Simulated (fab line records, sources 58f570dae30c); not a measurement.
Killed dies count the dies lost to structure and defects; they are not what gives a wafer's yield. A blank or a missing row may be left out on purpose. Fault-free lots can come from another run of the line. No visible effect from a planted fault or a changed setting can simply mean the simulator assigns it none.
Split-lot experiment || flow berkeley cmos170 || 23 wafers read across 5 lots, on a route 331 steps long

## ABOUT THE SPLIT
At UCB170_PVT_COAT_01 (resist thk 900 nm), the setting spin rpm was moved away from the recipe's 1500 rpm on 5 of the 23 wafers read, by -2.5% to +7.5%. For the rest of the wafers, this setting stayed at what the recipe calls for.

Reading taken at the split's own step.

## THE READING
KrF_of_PVT_COAT_01.thk nm (the simulator's own value, which no gauge read), in nm, at UCB170_PVT_COAT_01 (resist thk 900 nm). The file does not state a usual value for it. Here, 18 wafers ran the recipe; their average is 900.1 nm with a standard deviation of 2 nm.

{"wafer": "L080.2", "tool, chamber at the split": "litho track-04, 0", "spin rpm as run, rpm": 1500, "against the recipe": "recipe", "KrF_of_PVT_COAT_01.thk nm, nm": 897.7, "against lot-mates on the recipe": "-"}
{"wafer": "L080.3", "tool, chamber at the split": "litho track-04, 0", "spin rpm as run, rpm": 1500, "against the recipe": "recipe", "KrF_of_PVT_COAT_01.thk nm, nm": 898.1, "against lot-mates on the recipe": "-"}
{"wafer": "L080.4", "tool, chamber at the split": "litho track-04, 0", "spin rpm as run, rpm": 1500, "against the recipe": "recipe", "KrF_of_PVT_COAT_01.thk nm, nm": 897.6, "against lot-mates on the recipe": "-"}
{"wafer": "L080.5", "tool, chamber at the split": "litho track-04, 0", "spin rpm as run, rpm": 1500, "against the recipe": "recipe", "KrF_of_PVT_COAT_01.thk nm, nm": 898.3, "against lot-mates on the recipe": "-"}
{"wafer": "L080.6", "tool, chamber at the split": "litho track-04, 0", "spin rpm as run, rpm": 1500, "against the recipe": "recipe", "KrF_of_PVT_COAT_01.thk nm, nm": 902.1, "against lot-mates on the recipe": "-"}
{"wafer": "L076.2", "tool, chamber at the split": "litho track-04, 0", "spin rpm as run, rpm": 1612, "against the recipe": "+7.5%", "KrF_of_PVT_COAT_01.thk nm, nm": 868.1, "against lot-mates on the recipe": -31.9}
{"wafer": "L076.3", "tool, chamber at the split": "litho track-04, 0", "spin rpm as run, rpm": 1500, "against the recipe": "recipe", "KrF_of_PVT_COAT_01.thk nm, nm": 902.5, "against lot-mates on the recipe": "-"}
{"wafer": "L076.4", "tool, chamber at the split": "litho track-04, 0", "spin rpm as run, rpm": 1500, "against the recipe": "recipe", "KrF_of_PVT_COAT_01.thk nm, nm": 897.5, "against lot-mates on the recipe": "-"}
{"wafer": "L076.5", "tool, chamber at the split": "litho track-04, 0", "spin rpm as run, rpm": 1612, "against the recipe": "+7.5%", "KrF_of_PVT_COAT_01.thk nm, nm": 870.3, "against lot-mates on the recipe": -29.7}
{"wafer": "L076.6", "tool, chamber at the split": "litho track-04, 0", "spin rpm as run, rpm": 1612, "against the recipe": "+7.5%", "KrF_of_PVT_COAT_01.thk nm, nm": 871, "against lot-mates on the recipe": -29.0}
{"wafer": "L075.1", "tool, chamber at the split": "litho track-03, 0", "spin rpm as run, rpm": 1500, "against the recipe": "recipe", "KrF_of_PVT_COAT_01.thk nm, nm": 903.2, "against lot-mates on the recipe": "-"}
{"wafer": "L075.2", "tool, chamber at the split": "litho track-03, 0", "spin rpm as run, rpm": 1500, "against the recipe": "recipe", "KrF_of_PVT_COAT_01.thk nm, nm": 901.2, "against lot-mates on the recipe": "-"}
{"wafer": "L075.6", "tool, chamber at the split": "litho track-03, 0", "spin rpm as run, rpm": 1500, "against the recipe": "recipe", "KrF_of_PVT_COAT_01.thk nm, nm": 902, "against lot-mates on the recipe": "-"}
{"wafer": "L082.1", "tool, chamber at the split": "litho track-03, 0", "spin rpm as run, rpm": 1500, "against the recipe": "recipe", "KrF_of_PVT_COAT_01.thk nm, nm": 897.3, "against lot-mates on the recipe": "-"}
{"wafer": "L082.2", "tool, chamber at the split": "litho track-03, 0", "spin rpm as run, rpm": 1500, "against the recipe": "recipe", "KrF_of_PVT_COAT_01.thk nm, nm": 900, "against lot-mates on the recipe": "-"}
{"wafer": "L082.3", "tool, chamber at the split": "litho track-03, 0", "spin rpm as run, rpm": 1463, "against the recipe": "-2.5%", "KrF_of_PVT_COAT_01.thk nm, nm": 908, "against lot-mates on the recipe": "+9.0"}
{"wafer": "L082.5", "tool, chamber at the split": "litho track-03, 0", "spin rpm as run, rpm": 1463, "against the recipe": "-2.5%", "KrF_of_PVT_COAT_01.thk nm, nm": 909.1, "against lot-mates on the recipe": "+10.1"}
{"wafer": "L082.6", "tool, chamber at the split": "litho track-03, 0", "spin rpm as run, rpm": 1500, "against the recipe": "recipe", "KrF_of_PVT_COAT_01.thk nm, nm": 899.7, "against lot-mates on the recipe": "-"}
{"wafer": "L083.1", "tool, chamber at the split": "litho track-01, 0", "spin rpm as run, rpm": 1500, "against the recipe": "recipe", "KrF_of_PVT_COAT_01.thk nm, nm": 899.6, "against lot-mates on the recipe": "-"}
{"wafer": "L083.5", "tool, chamber at the split": "litho track-01, 0", "spin rpm as run, rpm": 1500, "against the recipe": "recipe", "KrF_of_PVT_COAT_01.thk nm, nm": 899.6, "against lot-mates on the recipe": "-"}
{"wafer": "L083.2", "tool, chamber at the split": "litho track-01, 0", "spin rpm as run, rpm": 1500, "against the recipe": "recipe", "KrF_of_PVT_COAT_01.thk nm, nm": 901.3, "against lot-mates on the recipe": "-"}
{"wafer": "L083.4", "tool, chamber at the split": "litho track-01, 0", "spin rpm as run, rpm": 1500, "against the recipe": "recipe", "KrF_of_PVT_COAT_01.thk nm, nm": 901.1, "against lot-mates on the recipe": "-"}
{"wafer": "L083.6", "tool, chamber at the split": "litho track-01, 0", "spin rpm as run, rpm": 1500, "against the recipe": "recipe", "KrF_of_PVT_COAT_01.thk nm, nm": 903.8, "against lot-mates on the recipe": "-"}

THE FIT
A straight line over all 23 wafers: KrF_of_PVT_COAT_01.thk nm changes by -4 nm for each +1% of spin rpm; r = -0.98; the points scatter about the line by 2 nm.
The same after taking each lot's own level away (the mean of its wafers on the recipe; 23 wafers): -4.03 nm for each +1%; r = -0.99; scatter 1.6 nm.
According to that fit, moving spin rpm by its largest amount changes the reading by 30 nm.
Measured against the standard deviation above, the lots' own levels, which go from 898.76 to 902.13 nm, span 1.7 times it.
The two slopes are in agreement: the lot-to-lot level therefore moves the slope only a little.
Check: for one of the wafers moved furthest among these (+7.5%), held out of the fit, the line's prediction against its lot-mates is -29.3 nm. Against them it came out at -31.9 nm.

## THESE WAFERS: OTHER SPLITS
Other splits were also applied to these wafers ahead of the reading. Each is held against what the fit with the lots' levels taken away leaves over:
{"other split on the same wafers": "UCB170_NWELL_OXIDATION_01 temp c", "wafers away from the commonest value": 15, "r with KrF_of_PVT_COAT_01.thk nm (lot level and that fit taken away)": "+0.02"}
{"other split on the same wafers": "UCB170_ACTIVE_CVD_05 sih2cl2 flow sccm", "wafers away from the commonest value": 15, "r with KrF_of_PVT_COAT_01.thk nm (lot level and that fit taken away)": "+0.03"}
{"other split on the same wafers": "UCB170_PFIELD_IMPLANT_07 energy kev", "wafers away from the commonest value": 5, "r with KrF_of_PVT_COAT_01.thk nm (lot level and that fit taken away)": "+0.15"}

## THE WHOLE CHAIN: every reading that the file lists as answering this split, in the file's order
{"step": "UCB170_PVT_COAT_01", "what it does": "resist thk 900 nm", "reading": "KrF_of_PVT_COAT_01.thk nm (the simulator's own value, which no gauge read)", "change (the file's fit)": "-4.03 nm for each +1% of the setting", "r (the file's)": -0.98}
{"step": "UCB170_PVT_STRIP_08", "what it does": "strips in O2", "reading": "strip time to endpoint s", "change (the file's fit)": "withheld for each +1% of the setting", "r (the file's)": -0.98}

## THE FILE'S OWN FIT
KrF_of_PVT_COAT_01.thk nm changes by -4.03 nm for each +1% of spin rpm, r = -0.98.
